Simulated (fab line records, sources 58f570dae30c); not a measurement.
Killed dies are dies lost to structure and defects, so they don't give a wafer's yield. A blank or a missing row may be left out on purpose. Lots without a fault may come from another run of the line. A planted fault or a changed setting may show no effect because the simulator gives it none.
One fault seen from 2 desks | flow berkeley_cmos170 | each desk has only its own numbers; what lay behind them comes last

THE METROLOGY DESK
What the gauges read, lot by lot, whatever tool the lot ran on: means of the sampled wafers that have a number. A lot is out of limits, marked OUT, if its mean lies more than 4 standard deviations from the usual mean; the brackets give that distance.
Columns: A = NWELL_TW at UCB170_NWELL_TW_MEAS_16, usual 1245
lot  | first seen here | A
L619 | day 2 15:42     | 1250
L620 | day 2 22:53     | 1249
L622 | day 3 02:46     | 1252
L624 | day 3 11:38     | 1226
L623 | day 3 12:13     | 1252
L626 | day 3 21:49     | 1259
L625 | day 3 22:04     | 1224
L627 | day 4 04:37     | 1254
L628 | day 4 12:55     | 1255
L629 | day 4 13:07     | 1253
L630 | day 4 13:12     | 1259
L636 | day 6 08:32     | 1143 (-7.9) OUT
L638 | day 6 16:01     | 1139 (-8.2) OUT
L640 | day 7 04:56     | 1228
This desk's finding: out of limits on L636, L638; first on L636, day 6 08:32 (NWELL_TW at UCB170_NWELL_TW_MEAS_16). In limits: L619, L620, L622, L624, L623, L626, L625, L627, L628, L629, L630, L640.

THE TOOL OWNER'S DESK: implanter-04
The tool's own readings at UCB170_NWELL_IMPLANT_14: means of the sampled wafers that have a number, for each lot that ran on this tool. A lot is out of limits, marked OUT, if its mean lies more than 4 standard deviations from the usual mean; the brackets give that distance.
Columns: A = beam_on_s at UCB170_NWELL_IMPLANT_14, usual 10.04 s; B = faraday_current_uA at UCB170_NWELL_IMPLANT_14, usual 31.6
lot  | first seen here | A              | B
L624 | day 3 11:23     | 10.01          | 31.6
L626 | day 3 21:37     | 10.07          | 31.5
L629 | day 4 12:52     | 9.98           | 31.8
L636 | day 6 08:19     | 7.67 (-12) OUT | 41.3 (+15) OUT
L638 | day 6 15:48     | 7.73 (-12) OUT | 41.0 (+14) OUT
This desk's finding: out of limits on L636, L638; first on L636, day 6 08:19 (beam_on_s at UCB170_NWELL_IMPLANT_14). In limits: L624, L626, L629.

PUT TOGETHER
The tool owner's desk could have raised an alarm at day 6 08:19, on L636, L638.
The metrology desk could have raised an alarm at day 6 08:32, on L636, L638.
Of the lots named, all ran UCB170_NWELL_IMPLANT_14 on implanter-04.

WHAT THE SIMULATOR HAD PUT IN
Process parameter drift: implanter-04, from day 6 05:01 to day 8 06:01, at UCB170_NWELL_IMPLANT_14. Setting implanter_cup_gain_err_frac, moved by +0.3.
Lots struck among those shown: L636, L638.
Hours from the fault's start to each desk's first reading out of limits: the tool owner's desk, 3; the metrology desk, 4.
